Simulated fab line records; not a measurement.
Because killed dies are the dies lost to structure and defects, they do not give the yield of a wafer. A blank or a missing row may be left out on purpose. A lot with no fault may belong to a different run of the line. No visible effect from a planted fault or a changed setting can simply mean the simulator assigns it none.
Code-filled problem report in 8D (eight disciplines) form || flow berkeley_cmos170 || the parts of the form that need people (team, actions taken, sign-off) are left out

== 1. THE PROBLEM ==
Across 12 wafers from 4 lots, GATE_OVL at UCB170_GATE_OVL_MEAS_13 averages -130 nm, while fault-free wafers read 0 nm with a standard deviation of 5.1. Measured from the usual mean, that is -25 standard deviations.
Seen first at day 8 13:46 on overlay-01, wafer L887.3. Wafers with a number at this step in the record: 45, from 15 lots. The rule behind "out" and "out of limits": a value lying over 4 standard deviations away from the usual mean. The other wafers with a number count as sound.

== 2. WHAT IT IS, AND WHAT IT ISN'T ==
{"question": "which readings at this step", "is": "GATE_OVL", "is not": "-"}
{"question": "which lots", "is": "L887, L888, L890, L892", "is not": "L882, L883, L884, L885, L886, L889, L891, L896, L899, L902, L905"}
{"question": "which wafers of those lots", "is": "all that have a number", "is not": "-"}
{"question": "read on which gauges", "is": "overlay-01", "is not": "overlay-02"}
{"question": "when", "is": "from day 8 13:46", "is not": "up to then (15 sound wafers); but 18 sound wafers of L889, L891, L896, L899, L902, L905 came after"}

== 3. THE SUSPECTS, EACH WITH WHAT RULES IT OUT ==
Counting: any tool at a process step up to the reading is kept as a suspect provided that every lot that is out went through it and no sound lot did after the first of them.
- the gauge at UCB170_GATE_OVL_MEAS_13: kept. All the wafers that are out were read on overlay-01, and no step on other tools shows them out.
- krf_scanner-02 at UCB170_GATE_EXPOSE_09 (exposes mask POLY, target cd 350 nm): kept. It processed each lot that is out, first L887 at day 8 13:17, and no sound lot thereafter; up to then, the last sound lot it processed was L883 at day 8 06:58.
The count leaves overlay-01 at UCB170_GATE_OVL_MEAS_13 and krf_scanner-02 at UCB170_GATE_EXPOSE_09.

== 4. THE CAUSE (what the simulator had put in) ==
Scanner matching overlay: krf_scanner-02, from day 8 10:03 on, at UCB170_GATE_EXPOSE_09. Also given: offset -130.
This tool is one of the 2 suspects left after counting.

== 5. THE EFFECT CHAIN, in route order ==
Each row: a reading whose mean over the struck wafers that have a number lies more than 3 standard deviations from the usual. Only readings for which the record gives a usual standard deviation are gone through. hours: the time from each lot's start at the first step in this table that gives one to its start at this step, as a median over the lots. sigmas: the change in usual standard deviations.
{"hours": 0, "step": "UCB170_GATE_OVL_MEAS_13", "reading": "GATE_OVL", "usual": "0 nm", "on struck wafers": -130, "change": -130, "sigmas": -25}

== 6. WHAT WOULD HAVE CAUGHT IT SOONER ==
Counted from the fault's start at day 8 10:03, it took 4 hours until the first out-of-limits reading at a measuring or inspecting step in this record, taken at day 8 13:46.
L888, L890, L892, from the lots that are out (4), started UCB170_GATE_EXPOSE_09 on krf_scanner-02 later than day 8 13:46. A hold on the tool at that time would have spared those 3.
